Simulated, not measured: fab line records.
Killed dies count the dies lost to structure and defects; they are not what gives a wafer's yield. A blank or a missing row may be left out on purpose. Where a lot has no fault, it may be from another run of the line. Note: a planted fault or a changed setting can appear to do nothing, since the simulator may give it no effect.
One fault through the eyes of 2 desks    flow berkeley_cmos170    each desk has only its own numbers; what lay behind them comes last

METROLOGY DESK
Means of the sampled wafers that have a number, per lot and without regard to the tool the lot ran on: this is what the gauges read. A lot is out of limits, marked OUT, if its mean lies more than 4 standard deviations from the usual mean; the brackets give that distance.
Columns: A = ACTIVE_OVL at UCB170_ACTIVE_OVL_MEAS_14, usual 0 nm; B = NVT_OVL at UCB170_NVT_OVL_MEAS_06, usual 2 nm; C = NSD_TW at UCB170_NSD_TW_MEAS_10, usual 4183
lot   first seen here  A   B    C
L319  day 5 12:12      -1  6    4167
L318  day 5 12:19      6   -0   4133
L320  day 5 20:43      -3  10   4123
L321  day 5 21:33      -5  -4   4256
L322  day 5 21:40      -3  -10  4172
L324  day 6 18:40      -7  3    30 (-77) OUT
L331  day 7 09:31      -0  2    4236
L334  day 8 02:54      6   0    4156
L336  day 8 14:38      9   -0   4247
L337  day 9 02:45      -5  1    4131
L338  day 9 10:33      2   -2   4184
L340  day 9 15:45      15  2    4134
L339  day 9 16:02      -4  4    4257
This desk reports L324 out of limits; the earliest was L324 at day 9 19:46 (NSD_TW at UCB170_NSD_TW_MEAS_10). L319, L318, L320, L321, L322, L331, L334, L336, L337, L338, L340, L339 stayed within limits.

FOR THE TOOL OWNER'S DESK: plasma_asher-04
The tool's own readings at UCB170_PSD_STRIP_09 (strips in O2): means of the sampled wafers that have a number, for each lot that ran on this tool. A lot is out of limits, marked OUT, if its mean lies more than 4 standard deviations from the usual mean; the brackets give that distance.
Columns: A = chamber_pressure_mTorr at UCB170_PSD_STRIP_09, usual 3500.1 mTorr; B = drypump_motor_current_A at UCB170_PSD_STRIP_09, usual 5.7 A; C = oes_product_au at UCB170_PSD_STRIP_09, usual 0.601 a.u.; D = strip_time_to_endpoint_s at UCB170_PSD_STRIP_09, usual 29.43 s
lot   first seen here  A       B    C                D
L322  day 8 17:18      3502.0  5.7  0.597            29.44
L324  day 9 16:53      3498.2  5.7  0.442 (-33) OUT  -
L336  day 11 20:04     3500.9  5.7  0.603            29.45
L338  day 12 14:18     3499.6  5.7  0.602            29.38
This desk's finding: out of limits on L324; first on L324, day 9 16:53 (oes_product_au at UCB170_PSD_STRIP_09). L322, L336, L338 stayed within limits.

TAKEN TOGETHER
The tool owner's desk had the chance to raise an alarm at day 9 16:53 on L324.
The metrology desk could have raised an alarm at day 9 19:46, on L324.
Of the lots named, all ran UCB170_PSD_STRIP_09 on plasma_asher-04.

WHAT THE SIMULATOR HAD PUT IN
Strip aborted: plasma_asher-04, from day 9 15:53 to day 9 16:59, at UCB170_PSD_STRIP_09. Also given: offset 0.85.
Shown lots that were struck: L324.
Counting hours from when the fault started, the first reading out of limits came at 1 for the tool owner's desk and at 4 for the metrology desk.
